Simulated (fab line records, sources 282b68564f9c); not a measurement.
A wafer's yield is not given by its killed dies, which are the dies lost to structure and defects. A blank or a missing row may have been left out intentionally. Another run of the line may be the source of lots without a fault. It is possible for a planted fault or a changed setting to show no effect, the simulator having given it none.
fab line records ; flow rit_cmos
record lots=4; wafers=12; last_day=7
route steps=202 shown SDANNEAL@156 SILICIDE@161 CONTACT@168 M1@184
lots that met no fault: taken from a fault-free run of the same line
start_h: start of the lot's first displayed wafer, in hours after the record's first day ; wait_h: hours elapsed since this lot's preceding step ; " identical to the entry in the row above ; L1.1+2: one row covering several wafers at once ; - no value present, or no start provided ; * or withheld: withheld ; < > ~ a bound
route shown NAME@n: NAME is a module with steps in the file, n the number in the route of the first one ; usual: mean and standard deviation over wafers with no fault ; same: alike in all rows ; chamber/n: place in a boat ; sites: the reading at each site ; _std_site: the standard deviation of these ; _edge_site: inner sites' mean taken away from outer sites' mean ; radius_mm: how far each site lies from the wafer's centre ; mask NAME#n: copy n ; behind: tool/chamber where the wafer was last shaped ; hold: why the lot went on hold/how many hours it stayed there/how the hold came to an end ; device: the transistor (n, p or np) that didn't switch ; end of line: tests of these same wafers at the route's end ; where a step has no rows: the recipe by itself ; killed: not the wafer's yield, but the dies lost to structure and defects at the first sort ; map: dies across one wafer; x = killed, . = not, _ = none there
set.NAME: the setting the step ran with; set.NAME@STEP: the setting that earlier step ran with ; model.NAME: the simulator's own value behind a step, which no gauge read
lots seen at some steps along the route; tables by step, rows by wafer
services: from which hour (start_h, from the record's first day; less than 0 if before it) a tool's chamber was out of use, for how many hours, and why
## steps
# step RIT_SDANNEAL_RTA_03
# recipe temp_c=1050; time_s=5; idle_temp_c=600; ramp_up_c_per_s=342; ramp_down_c_per_s=171; cool_to_c=600; ambient=N2
# step RIT_SILICIDE_WET_ETCH_00
# recipe chemistry=BOE; target=SiO2; target_depth_nm=14; time_s=15; dry=n2_spin; dilution=10:1; temp_c=21.5
# step RIT_SILICIDE_SPUTTER_01
# recipe material=Ti; target_thk_nm=30; power_w=350; chamber_pressure_pa=0.667; gas=Ar; time_s=240; substrate_temp_c=25
# step RIT_SILICIDE_RTA_04
# recipe temp_c=650; time_s=10; idle_temp_c=25; ramp_up_s=5; ramp_down_s=5; cool_to_c=25; ambient=N2
# step RIT_SILICIDE_WET_ETCH_05
# recipe chemistry=SPM; target=Ti; temp_c=90; time_s=120; dry=n2_spin
# step RIT_SILICIDE_RTA_06
# recipe temp_c=750; time_s=10; idle_temp_c=25; ramp_up_s=5; ramp_down_s=10; cool_to_c=25; ambient=N2
# step RIT_CONTACT_CVD_00
# recipe material=SiO2; target_thk_nm=400; precursor=TEOS; temp_c=390; time_s=63.41; rf_w=400
# usual heater_power_w=324/66
# same time_s=63.41
lot.wafer;tool;chamber;start_h;wait_h;heater_power_w;model.SiO2_of_CONTACT_CVD_00.thk_nm
L434.3;pecvd-03;1;59.84;0.0;348;410.9
L434.4;pecvd-03;1;59.84;0.0;378;417.8
L434.5;pecvd-03;2;59.84;0.0;395;420.1
L440.2;pecvd-03;0;85.34;0.0;459;352.8
L440.3;pecvd-03;2;85.34;0.0;322;412.6
L440.4;pecvd-03;0;85.34;0.0;470;354.6
L443.3;pecvd-03;1;99.63;0.0;382;404.5
L443.4;pecvd-03;0;99.63;0.0;418;355.5
L443.5;pecvd-03;2;99.63;0.0;372;412.6
L455.1;pecvd-04;2;161.65;0.1;314;401
L455.3;pecvd-04;0;161.65;0.1;325;408.6
L455.6;pecvd-04;1;161.65;0.1;218;416.9
# step RIT_CONTACT_THK_MEAS_01
# recipe reads=SiO2_of_CONTACT_CVD_00
# usual CONTACT_TEOS_THK=414/5.2
lot.wafer;tool;chamber;start_h;wait_h;CONTACT_TEOS_THK[nm]
L434.3;film_metro-03;-;59.91;0.0;411
L434.4;film_metro-03;-;59.91;0.0;418
L434.5;film_metro-03;-;59.91;0.0;420
L440.2;film_metro-03;-;85.42;0.1;353
L440.3;film_metro-03;-;85.42;0.1;412
L440.4;film_metro-03;-;85.42;0.1;355
L443.3;film_metro-01;-;99.70;0.0;404
L443.4;film_metro-01;-;99.70;0.0;355
L443.5;film_metro-01;-;99.70;0.0;413
L455.1;film_metro-01;-;161.70;0.0;401
L455.3;film_metro-01;-;161.70;0.0;408
L455.6;film_metro-01;-;161.70;0.0;417
# step RIT_CONTACT_HMDS_02
# recipe prime_time_s=60; prime_temp_c=140
# step RIT_CONTACT_COAT_03
# recipe resist=NOVOLAK; spin_rpm=3250; resist_thk_nm=1000
# step RIT_CONTACT_SOFTBAKE_04
# recipe resist=NOVOLAK; temp_c=90; time_s=60
# step RIT_CONTACT_EXPOSE_05
# recipe mask_id=M11; na=0.6; source_shape=conventional; sigma_outer=0.5; target_cd_nm=1000; dose_mj=250
# step RIT_CONTACT_PEB_06
# recipe resist=NOVOLAK; temp_c=withheld; time_s=withheld
# step RIT_CONTACT_DEVELOP_07
# recipe resist=NOVOLAK; develop_time_s=120; dev_temp_c=23
# step RIT_CONTACT_HARDBAKE_10
# recipe resist=NOVOLAK; temp_c=140; time_s=60
# step RIT_CONTACT_ETCH_11
# recipe target_depth_a=4800; over_etch_frac=0.2; stop_on=TiSi2; chemistry=CHF3/CF4/Ar; target=SiO2; CHF3_flow_sccm=50; cf4_flow_sccm=10; Ar_flow_sccm=100; O2_flow_sccm=5; pressure_mtorr=100; rf_w=200; time_s=320
# usual drypump_motor_current_A=5.8/0.36; mfc_ar_sccm=99.9/0.33; oes_product_au=0.993/0.014; throttle_valve_pct=8.84/0.15
# same time_s=320
lot.wafer;tool;chamber;start_h;wait_h;drypump_motor_current_A;mfc_ar_sccm;oes_product_au;rf_hours_counter_h;throttle_valve_pct;model.CONTACT.feature_depth_nm;model.etch.depth_nm
L434.3;rie_diel-04;3;61.23;0.1;5.1;100.5;0.969;87;9.16;410.9;410.9
L434.4;rie_diel-04;3;61.23;0.1;5.1;100.1;0.968;-;9.15;417.8;417.8
L434.5;rie_diel-04;2;61.23;0.1;5.4;100.1;0.987;-;9.09;420.1;420.1
L440.2;rie_diel-03;3;86.87;0.1;5.8;99.7;1.002;61;8.82;352.8;352.8
L440.3;rie_diel-03;1;86.87;0.1;6.1;100.0;0.992;139;8.61;412.6;412.6
L440.4;rie_diel-03;2;86.87;0.1;5.3;99.5;0.997;114;8.95;354.6;354.6
L443.3;rie_diel-03;0;101.01;0.1;5.7;99.6;0.976;39;8.96;404.5;404.5
L443.4;rie_diel-03;3;101.01;0.1;5.9;99.7;0.993;62;8.82;355.5;355.5
L443.5;rie_diel-03;0;101.01;0.1;5.7;99.7;0.986;-;8.93;412.6;412.6
L455.1;rie_diel-03;2;163.22;0.1;5.3;99.4;1.001;115;8.95;401;401
L455.3;rie_diel-03;0;163.22;0.1;5.7;99.7;0.988;41;8.94;408.6;408.6
L455.6;rie_diel-03;3;163.22;0.1;5.8;100.3;1.006;-;8.82;416.9;416.9
# step RIT_CONTACT_STRIP_12
# recipe chemistry=O2; time_s=180; resist=NOVOLAK; platen_temp_c=withheld; power_w=500; pressure_mtorr=4000; o2_flow_sccm=4000
# step RIT_CONTACT_CLEAN_13
# recipe chemistry=SC1; mix=3:3:50; time_s=600; temp_c=75
# step RIT_CONTACT_CLEAN_14
# recipe chemistry=SC2; mix=3:3:50; time_s=600; temp_c=75; dry=n2_spin
# step RIT_M1_SPUTTER_00
# recipe material=Al; target_thk_nm=400; power_w=2000; chamber_pressure_pa=0.4; gas=Ar; time_s=500; substrate_temp_c=25
# step RIT_M1_HMDS_03
# recipe prime_time_s=60; prime_temp_c=140
# step RIT_M1_COAT_04
# recipe resist=NOVOLAK; spin_rpm=2000; resist_thk_nm=1300
# step RIT_M1_SOFTBAKE_05
# recipe resist=NOVOLAK; temp_c=90; time_s=61.63
# step RIT_M1_EXPOSE_06
# recipe mask_id=M12; na=0.6; source_shape=conventional; sigma_outer=0.5; target_cd_nm=2600; dose_mj=250
# step RIT_M1_PEB_07
# recipe resist=NOVOLAK; temp_c=withheld; time_s=withheld
# step RIT_M1_DEVELOP_08
# recipe resist=NOVOLAK; develop_time_s=68; dev_temp_c=23
# step RIT_M1_HARDBAKE_11
# recipe resist=NOVOLAK; temp_c=140; time_s=120
# step RIT_M1_METAL_ETCH_12
# recipe stop_on=SiO2; chemistry=Cl2/BCl3; target=Al; time_s=165; over_etch_frac=0.5; pressure_mtorr=100; target_depth_a=6000; rf_w=259.8; Cl2_flow_sccm=60; bcl3_flow_sccm=50
# usual drypump_motor_current_A=5.5/0.37; mfc_cl2_sccm=60.01/0.18; oes_product_au=0.775/0.012; throttle_valve_pct=8.26/0.11
# same time_s=165
lot.wafer;tool;chamber;start_h;wait_h;drypump_motor_current_A;mfc_cl2_sccm;oes_product_au;rf_hours_counter_h;throttle_valve_pct;model.SiO2_of_CONTACT_CVD_00.thk_nm
L434.3;rie_metal-03;0;64.01;0.2;5.8;59.83;0.772;-;8.35;372.7
L434.4;rie_metal-03;1;64.01;0.2;5.6;59.98;0.795;-;8.33;380.5
L434.5;rie_metal-03;0;64.01;0.2;5.8;59.97;0.778;-;8.35;382
L440.2;rie_metal-03;1;89.61;0.2;5.6;59.92;0.795;4;8.32;315.3
L440.3;rie_metal-03;1;89.61;0.2;5.6;60.07;0.787;-;8.33;375.2
L440.4;rie_metal-03;0;89.61;0.2;5.9;59.99;0.769;-;8.34;316.5
L443.3;rie_metal-03;0;103.68;0.2;5.8;60.42;0.774;-;8.34;366.4
L443.4;rie_metal-03;1;103.68;0.2;5.6;60.02;0.794;-;8.33;317.9
L443.5;rie_metal-03;1;103.68;0.2;5.6;59.81;0.795;-;8.31;375.2
L455.1;rie_metal-04;0;165.97;0.2;4.9;60.01;0.767;3;8.16;363
L455.3;rie_metal-04;1;165.97;0.2;5.9;60.06;0.763;-;8.14;370.4
L455.6;rie_metal-04;1;165.97;0.2;5.9;59.81;0.775;-;8.13;378.8
# step RIT_M1_STRIP_13
# recipe chemistry=nmp; resist=NOVOLAK; temp_c=80; time_s=600; dry=n2_spin
# step RIT_M1_PROBE_99
# usual killed_at_front_end=6/3.1; killed_dies=6/3.1; killed_open=3.4/1.9; killed_short=3.1/2
# same gross_dies=264; killed_at_M0_to_M3=0; killed_at_M4_up=0; killed_at_back_side=0; killed_at_contacts=0; killed_at_other=0
lot.wafer;tool;chamber;start_h;wait_h;killed_at_front_end;killed_dies;killed_open;killed_short;model.etest.field_p_metal.vt_v;model.etest.nmos_0p15.junction_log10_a_um;model.etest.antenna_contact.vt_shift_v
L434.3;prober-01;-;66.30;0.2;5;5;3;2;-29.55;-13.65;-0.01086
L434.4;prober-01;-;66.35;0.2;8;8;6;2;-30.05;-13.57;-0.008908
L434.5;prober-01;-;66.40;0.2;1;1;1;0;-30.24;-13.57;-0.01188
L440.2;prober-02;-;91.93;0.1;9;9;5;4;-26.15;-13.35;-0.02101
L440.3;prober-02;-;91.98;0.2;12;12;6;6;-29.06;-13.42;-0.01379
L440.4;prober-02;-;92.03;0.2;5;5;2;3;-26.03;-13.37;-0.02033
L443.3;prober-01;-;106.35;0.2;13;13;8;5;-29.04;-13.54;-0.01763
L443.4;prober-01;-;106.40;0.2;6;6;1;5;-26.65;-13.39;-0.01836
L443.5;prober-01;-;106.45;0.2;6;6;2;4;-29.59;-13.55;-0.01279
L455.1;prober-01;-;168.49;0.1;7;7;4;3;-28.19;-13.36;-0.01345
L455.3;prober-01;-;168.59;0.2;7;7;3;4;-28.35;-13.35;-0.01172
L455.6;prober-01;-;168.74;0.2;7;7;3;4;-29.21;-13.47;-0.007988
# killed by level:class
L434.3 FOX2:geometric_particle:open=1 GATE:geometric_particle:short=1 GATE:geometric_particle:open=1 REOX:geometric_particle:open=1 SPACER:geometric_particle:short=1
L434.4 GATE:geometric_particle:open=3 ACTIVE:geometric_particle:open=1 GATE:geometric_particle:short=1 REOX:geometric_particle:open=1 SPACER:geometric_particle:short=1 SILICIDE:geometric_particle:open=1
L434.5 GATE:geometric_particle:open=1
L440.2 GATE:geometric_particle:short=3 GATE:geometric_particle:open=2 REOX:geometric_particle:open=2 FOX2:geometric_particle:open=1 SPACER:geometric_particle:short=1
L440.3 GATE:geometric_particle:open=3 REOX:geometric_particle:short=3 REOX:geometric_particle:open=3 GATE:geometric_particle:short=2 FOX2:geometric_particle:short=1
L440.4 GATE:geometric_particle:short=1 GATE:geometric_particle:open=1 REOX:geometric_particle:short=1 SPACER:geometric_particle:short=1 SPACER:geometric_particle:open=1
L443.3 GATE:geometric_particle:open=7 GATE:geometric_particle:short=2 FOX1:geometric_particle:short=1 SPACER:geometric_particle:open=1 SPACER:geometric_particle:short=1 SILICIDE:geometric_particle:short=1
L443.4 GATE:geometric_particle:short=3 FOX1:geometric_particle:short=1 GATE:geometric_particle:open=1 SILICIDE:geometric_particle:short=1
L443.5 SILICIDE:geometric_particle:short=2 FOX1:geometric_particle:short=1 GATE:geometric_particle:short=1 GATE:geometric_particle:open=1 SILICIDE:geometric_particle:open=1
L455.1 GATE:geometric_particle:short=2 FOX1:geometric_particle:open=1 GATE:geometric_particle:open=1 SPACER:geometric_particle:open=1 SILICIDE:geometric_particle:short=1 SILICIDE:geometric_particle:open=1
L455.3 GATE:geometric_particle:short=4 GATE:geometric_particle:open=3
L455.6 SILICIDE:geometric_particle:short=2 FOX1:geometric_particle:open=1 GATE:geometric_particle:short=1 GATE:geometric_particle:open=1 SPACER:geometric_particle:short=1 SILICIDE:geometric_particle:open=1
## services
tool;chamber;start_h;hours;kind
rie_diel-04;1;46.52;11.5;repair
rie_diel-04;1;58.94;12.4;repair
rie_diel-04;3;63.48;12.8;repair
pecvd-04;0;66.87;6.9;repair
pecvd-03;1;70.16;23.7;repair
rie_diel-04;2;78.94;5.8;repair
rie_diel-03;0;109.35;9.4;repair
rie_diel-03;1;113.32;8.1;repair
rie_diel-04;3;114.91;13.8;repair
rie_metal-04;-;116.43;1.0;repair
rie_diel-04;0;123.08;3.4;repair
pecvd-04;0;152.00;8.1;repair
rie_diel-04;2;154.73;7.5;repair
pecvd-04;-;155.62;5.7;repair
pecvd-03;-;157.02;1.8;repair
pecvd-04;1;163.23;5.1;repair
## key
first_sign step=RIT_CONTACT_THK_MEAS_01; reading=CONTACT_TEOS_THK; direction=down; sigmas=12; usual=414; struck=354
effect none on later readings
model_effect step=RIT_CONTACT_CVD_00; value=SiO2_of_CONTACT_CVD_00.thk_nm; without=413.4; struck=354.3
model_effect step=RIT_CONTACT_ETCH_11; value=CONTACT.feature_depth_nm; without=413.4; struck=354.3
model_effect step=RIT_M1_METAL_ETCH_12; value=SiO2_of_CONTACT_CVD_00.thk_nm; without=375.7; struck=316.6
model_effect step=RIT_M1_PROBE_99; value=etest.field_p_metal.vt_v; without=-29.15; struck=-26.28
met_at RIT_CONTACT_CVD_00
struck_wafers L440.2,L440.4,L443.4
tester_left_out L440,L443
fault kind=process_parameter_drift; tool=pecvd-03; chamber=0; onset_h=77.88; steps=RIT_CONTACT_CVD_00; channel=rf_w; offset=-160; shape=step; end_h=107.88; stated=400
# tester_left_out: of these lots the tester's yield and bins aren't shown, on N5 and GAA mostly nor the transistor test; their killed dies are dies lost to structure and defects alone, not to doping, threshold or leakage, so they don't give the yield
